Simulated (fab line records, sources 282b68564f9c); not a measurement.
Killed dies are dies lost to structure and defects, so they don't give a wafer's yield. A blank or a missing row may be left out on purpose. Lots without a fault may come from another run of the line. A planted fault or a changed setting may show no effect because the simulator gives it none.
fab line records | flow rit_cmos
record lots=5 wafers=15 last_day=7
route steps=202 shown NLDD@103 PLDD@114 SPACER@125 NSD@131 PSD@142
lots that met no fault: from a run of the same line without faults
start_h: hours from the record's first day to the start of the lot's first wafer shown | wait_h: hours since the lot's step before | " the same as in the row above | L1.1+2: a row that stands for several wafers | - no value, or no start given | * or withheld: withheld | < > ~ a bound
route shown NAME@n: a module of which the file shows steps, and the number in the route of the first | usual: mean/standard deviation of fault-free wafers | same: alike in all rows | chamber/n: place in a boat | sites: the reading at each site | _std_site: their standard deviation | _edge_site: outer sites' mean less inner sites' | radius_mm: how far each site lies from the wafer's centre | mask NAME#n: copy n | behind: the tool/chamber that last shaped the wafer | hold: why the lot was held/for how many hours/how that ended | device: the transistor (n, p or np) that didn't switch | end of line: the same wafers' tests at the end of the route | a step without rows: its recipe alone | killed: dies lost to structure and defects at the first sort, not the wafer's yield | map: a wafer's dies, x killed, . not, _ none there
set.NAME: the setting as run; set.NAME@STEP: as run at that earlier step | model.NAME: the simulator's own value behind a step, which no gauge read
lots at some steps of the route; a table a step, a row a wafer
services: from which hour (start_h, from the record's first day; less than 0 if before it) a tool's chamber was out of use, for how many hours, and why
## steps
# step RIT_NLDD_HMDS_00
# recipe prime_time_s=60 prime_temp_c=140
# same prime_time_s=60
# columns lot.wafer tool chamber start_h wait_h
L075.3+4+5 litho_track-03 0 50.49 0.1
L080.1+2+5 litho_track-04 0 74.50 0.1
L087.1+5+6 litho_track-03 0 107.68 0.2
L089.3+4+5 litho_track-03 0 119.71 0.1
L097.2+3+6 litho_track-04 0 157.00 0.1
# step RIT_NLDD_COAT_01
# recipe resist=NOVOLAK spin_rpm=3250 resist_thk_nm=1000
# columns lot.wafer tool chamber start_h wait_h
L075.3+4+5 litho_track-03 0 50.64 0.1
L080.1+2+5 litho_track-04 0 74.65 0.1
L087.1+5+6 litho_track-03 0 107.83 0.1
L089.3+4+5 litho_track-03 0 119.86 0.1
L097.2+3+6 litho_track-04 0 157.15 0.1
# step RIT_NLDD_SOFTBAKE_02
# recipe resist=NOVOLAK temp_c=90 time_s=60
# same time_s=60
# columns lot.wafer tool chamber start_h wait_h
L075.3+4+5 litho_track-03 0 50.79 0.1
L080.1+2+5 litho_track-04 0 74.80 0.1
L087.1+5+6 litho_track-03 0 107.98 0.1
L089.3+4+5 litho_track-03 0 120.01 0.1
L097.2+3+6 litho_track-04 0 157.30 0.1
# step RIT_NLDD_EXPOSE_03
# recipe mask_id=M7 na=0.57 target_cd_nm=40700 dose_mj=250
# usual exposure_dose_mJ_cm2=250.01/0.25 focus_offset_nm=0.0/0.45
# columns lot.wafer tool chamber start_h wait_h mask exposure_dose_mJ_cm2 focus_offset_nm
L075.3 iline_stepper-01 0 51.05 0.2 M7#0 249.93 0.2
L075.4 " 0 " " M7#0 250.21 0.1
L075.5 " 0 " " M7#0 250.26 -0.3
L080.1 iline_stepper-01 0 75.08 0.2 M7#0 249.99 -0.1
L080.2 " 0 " " M7#0 249.92 -0.4
L080.5 " 0 " " M7#0 250.08 -0.6
L087.1 iline_stepper-01 0 108.13 0.1 M7#0 250.29 -0.1
L087.5 " 0 " " M7#0 250.47 -0.1
L087.6 " 0 " " M7#0 250.11 0.2
L089.3 iline_stepper-01 0 120.15 0.1 M7#0 250.42 0.9
L089.4 " 0 " " M7#0 250.40 0.5
L089.5 " 0 " " M7#0 250.01 0.2
L097.2 iline_stepper-02 0 157.45 0.1 M7#0 250.24 -0.5
L097.3 " 0 " " M7#0 249.94 -0.1
L097.6 " 0 " " M7#0 250.41 -0.4
# step RIT_NLDD_PEB_04
# recipe resist=NOVOLAK temp_c=withheld time_s=withheld
# columns lot.wafer tool chamber start_h wait_h
L075.3+4+5 litho_track-03 0 51.18 0.1
L080.1+2+5 litho_track-03 0 75.19 0.1
L087.1+5+6 litho_track-03 0 108.24 0.1
L089.3+4+5 litho_track-04 0 120.28 0.1
L097.2+3+6 litho_track-04 0 157.57 0.1
# step RIT_NLDD_DEVELOP_05
# recipe resist=NOVOLAK develop_time_s=52.44 dev_temp_c=23
# columns lot.wafer tool chamber start_h wait_h
L075.3+4+5 litho_track-03 0 - -
L080.1+2+5 litho_track-03 0 - -
L087.1+5+6 litho_track-03 0 - -
L089.3+4+5 litho_track-04 0 - -
L097.2+3+6 litho_track-04 0 - -
# step RIT_NLDD_OVL_MEAS_06
# usual NLDD_OVL=0.1/1.3
# columns lot.wafer tool chamber start_h wait_h NLDD_OVL[nm]
L075.3 overlay-01 - 51.42 - 0.1
L075.4 " - " " 0.2
L075.5 " - " " -1.0
L080.1 overlay-01 - 75.48 - -0.4
L080.2 " - " " -0.2
L080.5 " - " " -0.1
L087.1 overlay-01 - 108.53 - -0.2
L087.5 " - " " -0.7
L087.6 " - " " 0.3
L089.3 overlay-01 - 120.53 - -0.7
L089.4 " - " " 1.2
L089.5 " - " " -1.2
L097.2 overlay-01 - 157.83 - 0.5
L097.3 " - " " 0.7
L097.6 " - " " 0.5
# step RIT_NLDD_HARDBAKE_07
# recipe resist=NOVOLAK temp_c=140 time_s=60
# same time_s=60
# columns lot.wafer tool chamber start_h wait_h
L075.3+4+5 litho_track-03 0 51.50 0.1
L080.1+2+5 litho_track-04 0 75.51 0.0
L087.1+5+6 litho_track-04 0 108.56 0.0
L089.3+4+5 litho_track-02 0 120.60 0.1
L097.2+3+6 litho_track-04 0 157.89 0.0
# step RIT_NLDD_IMPLANT_08
# recipe species=P energy_kev=20 dose_cm2=5e+14 tilt_deg=7
# columns lot.wafer tool chamber start_h wait_h
L075.3+4+5 implanter-02 0 51.65 0.1
L080.1+2+5 implanter-02 0 75.66 0.1
L087.1+5+6 implanter-03 0 108.71 0.1
L089.3+4+5 implanter-02 0 120.75 0.1
L097.2+3+6 implanter-03 0 158.04 0.1
# step RIT_NLDD_STRIP_09
# recipe chemistry=O2 time_s=180 resist=NOVOLAK platen_temp_c=withheld power_w=500 pressure_mtorr=4000 o2_flow_sccm=4000
# usual drypump_motor_current_A=5.39/0.27
# same time_s=180
# columns lot.wafer tool chamber start_h wait_h drypump_motor_current_A rf_hours_counter_h
L075.3 plasma_asher-02 1 51.81 0.1 5.37 -
L075.4 " 0 " " 5.59 -
L075.5 " 1 " " 5.38 -
L080.1 plasma_asher-02 1 75.81 0.1 5.42 42
L080.2 " 0 " " 5.61 42
L080.5 " 1 " " 5.41 -
L087.1 plasma_asher-02 1 108.86 0.1 5.42 46
L087.5 " 1 " " 5.42 -
L087.6 " 0 " " 5.57 -
L089.3 plasma_asher-01 0 120.91 0.1 5.83 -
L089.4 " 1 " " 5.10 -
L089.5 " 1 " " 5.09 -
L097.2 plasma_asher-02 1 158.16 0.1 5.44 51
L097.3 " 0 " " 5.58 -
L097.6 " 1 " " 5.44 -
# step RIT_NLDD_TW_MEAS_10
# usual NLDD_TW=2489/22
# columns lot.wafer tool chamber start_h wait_h NLDD_TW
L075.3 film_metro-02 - 51.94 0.1 2468
L075.4 " - " " 2474
L075.5 " - " " 2465
L080.1 film_metro-04 - 75.99 0.1 2521
L080.2 " - " " 2527
L080.5 " - " " 2525
L087.1 film_metro-02 - 109.04 0.1 2473
L087.5 " - " " 2472
L087.6 " - " " 2484
L089.3 film_metro-04 - 121.04 0.1 2520
L089.4 " - " " 2508
L089.5 " - " " 2514
L097.2 film_metro-04 - 158.35 0.1 2517
L097.3 " - " " 2506
L097.6 " - " " 2531
# step RIT_PLDD_HMDS_00
# recipe prime_time_s=60 prime_temp_c=140
# same prime_time_s=60
# columns lot.wafer tool chamber start_h wait_h
L075.3+4+5 litho_track-01 0 52.03 0.1
L080.1+2+5 litho_track-01 0 76.05 0.1
L087.1+5+6 litho_track-03 0 109.10 0.1
L089.3+4+5 litho_track-04 0 121.18 0.1
L097.2+3+6 litho_track-01 0 158.42 0.1
# step RIT_PLDD_COAT_01
# recipe resist=NOVOLAK spin_rpm=3250 resist_thk_nm=1000
# columns lot.wafer tool chamber start_h wait_h
L075.3+4+5 litho_track-01 0 52.18 0.1
L080.1+2+5 litho_track-01 0 76.20 0.1
L087.1+5+6 litho_track-03 0 109.25 0.1
L089.3+4+5 litho_track-04 0 121.33 0.1
L097.2+3+6 litho_track-01 0 158.57 0.1
# step RIT_PLDD_SOFTBAKE_02
# recipe resist=NOVOLAK temp_c=90 time_s=60
# same time_s=60
# columns lot.wafer tool chamber start_h wait_h
L075.3+4+5 litho_track-01 0 52.33 0.1
L080.1+2+5 litho_track-01 0 76.35 0.1
L087.1+5+6 litho_track-03 0 109.40 0.1
L089.3+4+5 litho_track-04 0 121.48 0.1
L097.2+3+6 litho_track-01 0 158.72 0.1
# step RIT_PLDD_EXPOSE_03
# recipe mask_id=M8 na=0.57 target_cd_nm=40900 dose_mj=250
# usual exposure_dose_mJ_cm2=249.99/0.25 focus_offset_nm=0.0/0.52
# columns lot.wafer tool chamber start_h wait_h mask exposure_dose_mJ_cm2 focus_offset_nm
L075.3 iline_stepper-02 0 52.47 0.1 M8#0 250.10 -0.1
L075.4 " 0 " " M8#0 249.97 -0.2
L075.5 " 0 " " M8#0 250.11 -0.9
L080.1 iline_stepper-01 0 76.50 0.1 M8#0 249.95 0.4
L080.2 " 0 " " M8#0 249.96 0.5
L080.5 " 0 " " M8#0 250.06 0.2
L087.1 iline_stepper-02 0 109.67 0.2 M8#0 250.37 0.0
L087.5 " 0 " " M8#0 250.07 0.9
L087.6 " 0 " " M8#0 250.04 -0.1
L089.3 iline_stepper-02 0 121.61 0.1 M8#0 249.63 -0.9
L089.4 " 0 " " M8#0 249.37 0.0
L089.5 " 0 " " M8#0 249.80 0.3
L097.2 iline_stepper-01 0 158.87 0.1 M8#0 249.63 -0.4
L097.3 " 0 " " M8#0 249.81 -0.9
L097.6 " 0 " " M8#0 249.92 -0.1
# step RIT_PLDD_PEB_04
# recipe resist=NOVOLAK temp_c=withheld time_s=withheld
# columns lot.wafer tool chamber start_h wait_h
L075.3+4+5 litho_track-01 0 52.60 0.1
L080.1+2+5 litho_track-03 0 76.61 0.1
L087.1+5+6 litho_track-01 0 109.79 0.1
L089.3+4+5 litho_track-04 0 121.74 0.1
L097.2+3+6 litho_track-01 0 158.99 0.1
# step RIT_PLDD_DEVELOP_05
# recipe resist=NOVOLAK develop_time_s=50 dev_temp_c=23
# columns lot.wafer tool chamber start_h wait_h
L075.3+4+5 litho_track-01 0 - -
L080.1+2+5 litho_track-03 0 - -
L087.1+5+6 litho_track-01 0 - -
L089.3+4+5 litho_track-04 0 - -
L097.2+3+6 litho_track-01 0 - -
# step RIT_PLDD_OVL_MEAS_06
# usual PLDD_OVL=-1.9/1.3
# columns lot.wafer tool chamber start_h wait_h PLDD_OVL[nm]
L075.3 overlay-01 - 52.84 - -2.0
L075.4 " - " " -1.5
L075.5 " - " " -3.6
L080.1 overlay-02 - 76.90 - -2.7
L080.2 " - " " -2.6
L080.5 " - " " -4.1
L087.1 overlay-01 - 110.07 - -0.8
L087.5 " - " " 1.1
L087.6 " - " " 1.0
L089.3 overlay-02 - 121.99 - -1.9
L089.4 " - " " -1.5
L089.5 " - " " -1.6
L097.2 overlay-02 - 159.25 - -2.5
L097.3 " - " " -0.5
L097.6 " - " " -1.4
# step RIT_PLDD_HARDBAKE_07
# recipe resist=NOVOLAK temp_c=140 time_s=60
# same time_s=60
# columns lot.wafer tool chamber start_h wait_h
L075.3+4+5 litho_track-04 0 52.92 0.1
L080.1+2+5 litho_track-01 0 76.93 0.0
L087.1+5+6 litho_track-03 0 110.11 0.0
L089.3+4+5 litho_track-01 0 122.15 0.2
L097.2+3+6 litho_track-03 0 159.31 0.0
# step RIT_PLDD_IMPLANT_08
# recipe species=BF2 energy_kev=20 dose_cm2=9e+14 tilt_deg=7
# columns lot.wafer tool chamber start_h wait_h
L075.3+4+5 implanter-02 0 53.07 0.1
L080.1+2+5 implanter-04 0 77.08 0.1
L087.1+5+6 implanter-04 0 110.26 0.1
L089.3+4+5 implanter-04 0 122.30 0.1
L097.2+3+6 implanter-04 0 159.46 0.1
# step RIT_PLDD_STRIP_09
# recipe chemistry=O2 time_s=180 resist=NOVOLAK platen_temp_c=withheld power_w=500 pressure_mtorr=4000 o2_flow_sccm=4000
# usual drypump_motor_current_A=5.7/0.62
# same time_s=180
# columns lot.wafer tool chamber start_h wait_h drypump_motor_current_A rf_hours_counter_h
L075.3 plasma_asher-03 0 53.23 0.1 5.1 -
L075.4 " 1 " " 5.1 -
L075.5 " 1 " " 5.1 -
L080.1 plasma_asher-01 0 77.23 0.1 5.8 28
L080.2 " 1 " " 5.1 28
L080.5 " 0 " " 5.8 -
L087.1 plasma_asher-01 0 110.41 0.1 5.8 31
L087.5 " 0 " " 5.8 -
L087.6 " 1 " " 5.1 -
L089.3 plasma_asher-01 1 122.46 0.1 5.1 -
L089.4 " 0 " " 5.8 -
L089.5 " 1 " " 5.1 -
L097.2 plasma_asher-04 1 159.58 0.1 6.9 54
L097.3 " 1 " " 6.8 -
L097.6 " 0 " " 5.8 -
# step RIT_PLDD_TW_MEAS_10
# usual PLDD_TW=2357/21
# columns lot.wafer tool chamber start_h wait_h PLDD_TW
L075.3 film_metro-04 - 53.36 0.1 2393
L075.4 " - " " 2392
L075.5 " - " " 2367
L080.1 film_metro-03 - 77.41 0.1 2348
L080.2 " - " " 2349
L080.5 " - " " 2338
L087.1 film_metro-04 - 110.58 0.1 2389
L087.5 " - " " 2378
L087.6 " - " " 2377
L089.3 film_metro-02 - 122.59 0.1 2340
L089.4 " - " " 2334
L089.5 " - " " 2334
L097.2 film_metro-03 - 159.77 0.1 2373
L097.3 " - " " 2377
L097.6 " - " " 2373
# step RIT_SPACER_CLEAN_00
# recipe chemistry=SC1 mix=3:3:50 time_s=600 temp_c=75
# same time_s=600
# columns lot.wafer tool chamber start_h wait_h
L075.3+4+5 wet_bench-03 2 53.40 0.0
L080.1+2+5 wet_bench-01 3 77.47 0.1
L087.1+5+6 wet_bench-02 0 110.64 0.1
L089.3+4+5 wet_bench-02 1 122.63 0.0
L097.2+3+6 wet_bench-02 3 159.82 0.0
# step RIT_SPACER_CLEAN_01
# recipe chemistry=dHF dilution=50:1 time_s=30
# same time_s=30
# columns lot.wafer tool chamber start_h wait_h
L075.3+4+5 wet_bench-02 3 53.58 0.0
L080.1+2+5 wet_bench-02 1 77.64 0.0
L087.1+5+6 wet_bench-01 3 110.82 0.0
L089.3+4+5 wet_bench-03 0 122.82 0.0
L097.2+3+6 wet_bench-01 1 159.99 0.0
# step RIT_SPACER_CLEAN_02
# recipe chemistry=SC2 mix=3:3:50 time_s=600 temp_c=75 dry=n2_spin
# same time_s=600
# columns lot.wafer tool chamber start_h wait_h
L075.3+4+5 wet_bench-01 2 53.60 0.0
L080.1+2+5 wet_bench-03 2 77.66 0.0
L087.1+5+6 wet_bench-02 2 110.83 0.0
L089.3+4+5 wet_bench-01 3 122.84 0.0
L097.2+3+6 wet_bench-03 2 160.01 0.0
# step RIT_SPACER_CVD_03
# recipe material=Si3N4 target_thk_nm=250 temp_c=810 precursor=SiH2Cl2/NH3 time_s=3300 pressure_mtorr=304 sih2cl2_flow_sccm=60 nh3_flow_sccm=150
# usual pressure_mtorr=303.9/0.6 spike_tc_source_C=834/3.3
# same time_s=3300
# columns lot.wafer tool chamber start_h wait_h pressure_mtorr spike_tc_source_C
L075.3 lpcvd-02 1 53.95 0.0 304.6 836
L075.4 " 1 " " 303.7 835
L075.5 " 1 " " 304.6 834
L080.1 lpcvd-02 0 78.74 0.9 304.1 831
L080.2 " 0 " " 303.8 831
L080.5 " 0 " " 303.3 832
L087.1 lpcvd-02 1 111.01 0.0 302.2 834
L087.5 " 1 " " 304.1 835
L087.6 " 1 " " 303.1 835
L089.3 lpcvd-01 0 123.53 0.5 303.4 838
L089.4 " 0 " " 303.9 838
L089.5 " 0 " " 303.8 837
L097.2 lpcvd-01 1 160.18 0.0 304.0 829
L097.3 " 1 " " 304.9 830
L097.6 " 1 " " 302.8 831
# step RIT_SPACER_THK_MEAS_04
# recipe reads=Si3N4_of_SPACER_CVD_03
# usual SPACER_NITRIDE_THK=250.6/2.3
# columns lot.wafer tool chamber start_h wait_h SPACER_NITRIDE_THK[nm]
L075.3 film_metro-02 - 55.88 0.0 250.7
L075.4 " - " " 248.5
L075.5 " - " " 250.9
L080.1 film_metro-01 - 80.66 0.0 245.9
L080.2 " - " " 246.3
L080.5 " - " " 247.3
L087.1 film_metro-01 - 112.93 0.0 250.1
L087.5 " - " " 248.5
L087.6 " - " " 251.9
L089.3 film_metro-01 - 125.47 0.0 252.5
L089.4 " - " " 256.1
L089.5 " - " " 253.1
L097.2 film_metro-03 - 162.11 0.0 251.3
L097.3 " - " " 255.2
L097.6 " - " " 253.8
# step RIT_SPACER_ETCHBACK_05
# recipe target_depth_a=2500 SF6_flow_sccm=30 CHF3_flow_sccm=30 target=Si3N4 chemistry=SF6/CHF3 pressure_mtorr=40 rf_w=250 time_s=240 stop_on=SiO2
# usual drypump_motor_current_A=5.9/0.45 oes_product_au=0.843/0.012 rf_fwd_power_W=249.3/0.75 throttle_valve_pct=10.24/0.11
# same time_s=240
# columns lot.wafer tool chamber start_h wait_h drypump_motor_current_A oes_product_au rf_fwd_power_W rf_hours_counter_h throttle_valve_pct
L075.3 rie_diel-03 0 55.92 0.0 6.5 0.846 249.0 72 10.17
L075.4 " 3 " " 5.2 0.846 248.4 139 10.25
L075.5 " 1 " " 6.4 0.844 250.7 - 10.34
L080.1 rie_diel-03 2 80.72 0.1 5.4 0.825 248.7 39 10.18
L080.2 " 0 " " 6.5 0.842 249.2 73 10.17
L080.5 " 1 " " 6.4 0.843 249.7 - 10.31
L087.1 rie_diel-04 0 112.99 0.1 6.3 0.818 249.6 91 10.46
L087.5 " 0 " " 6.2 0.817 248.4 - 10.47
L087.6 " 1 " " 5.8 0.845 248.7 - 10.26
L089.3 rie_diel-04 0 125.51 0.0 6.3 0.832 249.3 91 10.49
L089.4 " 0 " " 6.3 0.844 249.8 - 10.47
L089.5 " 2 " " 5.5 0.853 249.7 - 10.28
L097.2 rie_diel-03 1 162.16 0.0 6.4 0.849 250.0 31 10.32
L097.3 " 0 " " 6.5 0.869 250.1 74 10.19
L097.6 " 0 " " 6.5 0.861 248.9 - 10.18
# step RIT_NSD_HMDS_00
# recipe prime_time_s=60 prime_temp_c=140
# same prime_time_s=60
# columns lot.wafer tool chamber start_h wait_h
L075.3+4+5 litho_track-02 0 56.12 0.1
L080.1+2+5 litho_track-01 0 80.87 0.1
L087.1+5+6 litho_track-02 0 113.19 0.1
L089.3+4+5 litho_track-03 0 125.71 0.1
L097.2+3+6 litho_track-03 0 162.34 0.1
# step RIT_NSD_COAT_01
# recipe resist=NOVOLAK spin_rpm=3250 resist_thk_nm=1000
# columns lot.wafer tool chamber start_h wait_h
L075.3+4+5 litho_track-02 0 56.27 0.1
L080.1+2+5 litho_track-01 0 81.02 0.1
L087.1+5+6 litho_track-02 0 113.34 0.1
L089.3+4+5 litho_track-03 0 125.86 0.1
L097.2+3+6 litho_track-03 0 162.49 0.1
# step RIT_NSD_SOFTBAKE_02
# recipe resist=NOVOLAK temp_c=90 time_s=60
# same time_s=60
# columns lot.wafer tool chamber start_h wait_h
L075.3+4+5 litho_track-02 0 56.42 0.1
L080.1+2+5 litho_track-01 0 81.17 0.1
L087.1+5+6 litho_track-02 0 113.49 0.1
L089.3+4+5 litho_track-03 0 126.01 0.1
L097.2+3+6 litho_track-03 0 162.64 0.1
# step RIT_NSD_EXPOSE_03
# recipe mask_id=M9 na=0.57 target_cd_nm=40700 dose_mj=250
# usual exposure_dose_mJ_cm2=249.97/0.27 focus_offset_nm=0.0/0.47
# columns lot.wafer tool chamber start_h wait_h mask exposure_dose_mJ_cm2 focus_offset_nm
L075.3 iline_stepper-01 0 56.69 0.2 M9#0 250.06 0.6
L075.4 " 0 " " M9#0 250.11 0.7
L075.5 " 0 " " M9#0 250.17 0.5
L080.1 iline_stepper-01 0 81.44 0.2 M9#0 250.20 -0.2
L080.2 " 0 " " M9#0 250.33 -0.3
L080.5 " 0 " " M9#0 250.18 0.3
L087.1 iline_stepper-01 0 113.64 0.1 M9#0 250.06 -0.5
L087.5 " 0 " " M9#0 250.18 0.1
L087.6 " 0 " " M9#0 250.10 -0.8
L089.3 iline_stepper-01 0 126.15 0.1 M9#0 250.24 -0.5
L089.4 " 0 " " M9#0 249.96 0.0
L089.5 " 0 " " M9#0 250.42 0.1
L097.2 iline_stepper-02 0 162.78 0.1 M9#0 249.94 0.2
L097.3 " 0 " " M9#0 249.81 0.1
L097.6 " 0 " " M9#0 249.69 1.0
# step RIT_NSD_PEB_04
# recipe resist=NOVOLAK temp_c=withheld time_s=withheld
# columns lot.wafer tool chamber start_h wait_h
L075.3+4+5 litho_track-01 0 56.82 0.1
L080.1+2+5 litho_track-02 0 81.56 0.1
L087.1+5+6 litho_track-02 0 113.76 0.1
L089.3+4+5 litho_track-03 0 126.27 0.1
L097.2+3+6 litho_track-01 0 162.90 0.1
# step RIT_NSD_DEVELOP_05
# recipe resist=NOVOLAK develop_time_s=50 dev_temp_c=23
# columns lot.wafer tool chamber start_h wait_h
L075.3+4+5 litho_track-01 0 - -
L080.1+2+5 litho_track-02 0 - -
L087.1+5+6 litho_track-02 0 - -
L089.3+4+5 litho_track-03 0 - -
L097.2+3+6 litho_track-01 0 - -
# step RIT_NSD_OVL_MEAS_06
# usual NSD_OVL=0.2/1.5
# columns lot.wafer tool chamber start_h wait_h NSD_OVL[nm]
L075.3 overlay-01 - 57.06 - 2.3
L075.4 " - " " 1.2
L075.5 " - " " 0.4
L080.1 overlay-02 - 81.84 - -1.7
L080.2 " - " " -1.1
L080.5 " - " " -1.0
L087.1 overlay-02 - 114.04 - 0.6
L087.5 " - " " 1.1
L087.6 " - " " 0.3
L089.3 overlay-02 - 126.52 - 5.0
L089.4 " - " " 2.3
L089.5 " - " " 3.0
L097.2 overlay-01 - 163.17 - -2.0
L097.3 " - " " -2.4
L097.6 " - " " 0.6
# step RIT_NSD_HARDBAKE_07
# recipe resist=NOVOLAK temp_c=140 time_s=60
# same time_s=60
# columns lot.wafer tool chamber start_h wait_h
L075.3+4+5 litho_track-01 0 57.14 0.1
L080.1+2+5 litho_track-03 0 81.88 0.0
L087.1+5+6 litho_track-02 0 114.08 0.0
L089.3+4+5 litho_track-02 0 126.59 0.1
L097.2+3+6 litho_track-03 0 163.22 0.0
# step RIT_NSD_IMPLANT_08
# recipe species=P energy_kev=25 dose_cm2=1e+15 tilt_deg=7
# columns lot.wafer tool chamber start_h wait_h
L075.3+4+5 implanter-04 0 57.29 0.1
L080.1+2+5 implanter-04 0 82.03 0.1
L087.1+5+6 implanter-04 0 114.23 0.1
L089.3+4+5 implanter-03 0 126.74 0.1
L097.2+3+6 implanter-04 0 163.37 0.1
# step RIT_NSD_STRIP_09
# recipe chemistry=O2 time_s=180 resist=NOVOLAK platen_temp_c=withheld power_w=500 pressure_mtorr=4000 o2_flow_sccm=4000
# usual drypump_motor_current_A=5.8/0.61
# same time_s=180
# columns lot.wafer tool chamber start_h wait_h drypump_motor_current_A rf_hours_counter_h
L075.3 plasma_asher-02 1 57.45 0.1 5.4 -
L075.4 " 0 " " 5.6 -
L075.5 " 1 " " 5.4 -
L080.1 plasma_asher-04 1 82.18 0.1 6.9 45
L080.2 " 0 " " 5.8 45
L080.5 " 0 " " 5.8 -
L087.1 plasma_asher-04 1 114.38 0.1 6.9 49
L087.5 " 0 " " 5.8 -
L087.6 " 1 " " 6.8 -
L089.3 plasma_asher-04 1 126.90 0.1 6.8 -
L089.4 " 0 " " 5.8 -
L089.5 " 1 " " 6.9 -
L097.2 plasma_asher-04 1 163.50 0.1 6.9 54
L097.3 " 0 " " 5.8 -
L097.6 " 0 " " 5.8 -
# step RIT_NSD_TW_MEAS_10
# usual NSD_TW=3129/22
# columns lot.wafer tool chamber start_h wait_h NSD_TW
L075.3 film_metro-03 - 57.58 0.1 3134
L075.4 " - " " 3114
L075.5 " - " " 3128
L080.1 film_metro-03 - 82.35 0.1 3118
L080.2 " - " " 3146
L080.5 " - " " 3129
L087.1 film_metro-03 - 114.55 0.1 3118
L087.5 " - " " 3116
L087.6 " - " " 3115
L089.3 film_metro-03 - 127.04 0.1 3143
L089.4 " - " " 3138
L089.5 " - " " 3138
L097.2 film_metro-03 - 163.68 0.1 3152
L097.3 " - " " 3168
L097.6 " - " " 3158
# step RIT_PSD_HMDS_00
# recipe prime_time_s=60 prime_temp_c=140
# same prime_time_s=60
# columns lot.wafer tool chamber start_h wait_h
L075.3+4+5 litho_track-02 0 57.67 0.1
L080.1+2+5 litho_track-02 0 82.41 0.1
L087.1+5+6 litho_track-04 0 114.61 0.1
L089.3+4+5 litho_track-04 0 127.13 0.1
L097.2+3+6 litho_track-02 0 163.76 0.1
# step RIT_PSD_COAT_01
# recipe resist=NOVOLAK spin_rpm=3294 resist_thk_nm=1000
# columns lot.wafer tool chamber start_h wait_h
L075.3+4+5 litho_track-02 0 57.82 0.1
L080.1+2+5 litho_track-02 0 82.56 0.1
L087.1+5+6 litho_track-04 0 114.76 0.1
L089.3+4+5 litho_track-04 0 127.28 0.1
L097.2+3+6 litho_track-02 0 163.91 0.1
# step RIT_PSD_SOFTBAKE_02
# recipe resist=NOVOLAK temp_c=90 time_s=60
# same time_s=60
# columns lot.wafer tool chamber start_h wait_h
L075.3+4+5 litho_track-02 0 57.97 0.1
L080.1+2+5 litho_track-02 0 82.71 0.1
L087.1+5+6 litho_track-04 0 114.91 0.1
L089.3+4+5 litho_track-04 0 127.43 0.1
L097.2+3+6 litho_track-02 0 164.06 0.1
# step RIT_PSD_EXPOSE_03
# recipe mask_id=M10 na=0.57 target_cd_nm=40900 dose_mj=250
# usual exposure_dose_mJ_cm2=249.99/0.24 focus_offset_nm=0.0/0.55
# columns lot.wafer tool chamber start_h wait_h mask exposure_dose_mJ_cm2 focus_offset_nm
L075.3 iline_stepper-02 0 58.24 0.2 M10#0 249.94 0.7
L075.4 " 0 " " M10#0 250.13 0.1
L075.5 " 0 " " M10#0 249.66 -0.2
L080.1 iline_stepper-01 0 82.99 0.2 M10#0 250.12 0.5
L080.2 " 0 " " M10#0 249.39 0.2
L080.5 " 0 " " M10#0 249.92 -0.9
L087.1 iline_stepper-01 0 115.19 0.2 M10#0 250.10 -0.3
L087.5 " 0 " " M10#0 250.23 -0.1
L087.6 " 0 " " M10#0 249.79 0.0
L089.3 iline_stepper-02 0 127.69 0.2 M10#0 249.49 -0.4
L089.4 " 0 " " M10#0 250.18 -0.3
L089.5 " 0 " " M10#0 250.07 0.4
L097.2 iline_stepper-02 0 164.33 0.2 M10#0 249.91 -0.3
L097.3 " 0 " " M10#0 249.72 0.2
L097.6 " 0 " " M10#0 249.78 0.6
# step RIT_PSD_PEB_04
# recipe resist=NOVOLAK temp_c=withheld time_s=withheld
# columns lot.wafer tool chamber start_h wait_h
L075.3+4+5 litho_track-02 0 58.36 0.1
L080.1+2+5 litho_track-01 0 83.10 0.1
L087.1+5+6 litho_track-01 0 115.39 0.2
L089.3+4+5 litho_track-01 0 127.82 0.1
L097.2+3+6 litho_track-01 0 164.45 0.1
# step RIT_PSD_DEVELOP_05
# recipe resist=NOVOLAK develop_time_s=50 dev_temp_c=23
# columns lot.wafer tool chamber start_h wait_h
L075.3+4+5 litho_track-02 0 - -
L080.1+2+5 litho_track-01 0 - -
L087.1+5+6 litho_track-01 0 - -
L089.3+4+5 litho_track-01 0 - -
L097.2+3+6 litho_track-01 0 - -
# step RIT_PSD_OVL_MEAS_06
# usual PSD_OVL=-1.0/1.4
# columns lot.wafer tool chamber start_h wait_h PSD_OVL[nm]
L075.3 overlay-02 - 58.61 - 0.3
L075.4 " - " " -0.3
L075.5 " - " " 1.3
L080.1 overlay-02 - 83.39 - -1.0
L080.2 " - " " 1.5
L080.5 " - " " 1.5
L087.1 overlay-01 - 115.68 - 1.9
L087.5 " - " " 1.2
L087.6 " - " " 1.8
L089.3 overlay-01 - 128.06 - -1.2
L089.4 " - " " -3.8
L089.5 " - " " -1.6
L097.2 overlay-01 - 164.71 - -1.2
L097.3 " - " " 0.2
L097.6 " - " " 0.1
# step RIT_PSD_HARDBAKE_07
# recipe resist=NOVOLAK temp_c=140 time_s=60
# same time_s=60
# columns lot.wafer tool chamber start_h wait_h
L075.3+4+5 litho_track-02 0 58.68 0.1
L080.1+2+5 litho_track-04 0 83.42 0.0
L087.1+5+6 litho_track-02 0 115.82 0.1
L089.3+4+5 litho_track-04 0 128.18 0.1
L097.2+3+6 litho_track-04 0 164.77 0.0
# step RIT_PSD_IMPLANT_08
# recipe species=BF2 energy_kev=27 dose_cm2=5e+15 tilt_deg=7
# columns lot.wafer tool chamber start_h wait_h
L075.3+4+5 implanter-01 0 58.83 0.1
L080.1+2+5 implanter-04 0 83.57 0.1
L087.1+5+6 implanter-02 0 115.97 0.1
L089.3+4+5 implanter-01 0 128.33 0.1
L097.2+3+6 implanter-01 0 164.92 0.1
## services
# columns tool chamber start_h hours kind
implanter-01 - 28.41 5.5 pm
rie_diel-04 1 39.31 4.1 repair
plasma_asher-01 - 40.98 2.3 repair
plasma_asher-02 - 41.58 7.8 repair
rie_diel-03 - 57.93 0.6 repair
lpcvd-01 - 71.93 17.2 pm
rie_diel-03 0 98.90 9.8 repair
implanter-01 - 105.08 2.3 pm
plasma_asher-03 - 108.75 9.0 pm
plasma_asher-03 0 108.75 9.0 vent_cycle
plasma_asher-03 1 108.75 9.0 vent_cycle
rie_diel-03 0 109.05 15.7 repair
plasma_asher-02 - 109.58 2.8 pm
plasma_asher-03 0 117.75 - clean
plasma_asher-03 1 117.75 - clean
rie_diel-04 1 119.63 19.8 repair
lpcvd-02 - 121.59 6.0 pm
iline_stepper-02 0 129.58 - calibration
rie_diel-04 - 147.09 2.1 repair
rie_diel-04 3 149.39 15.2 repair
iline_stepper-01 - 153.81 1.7 pm
## key
fault none
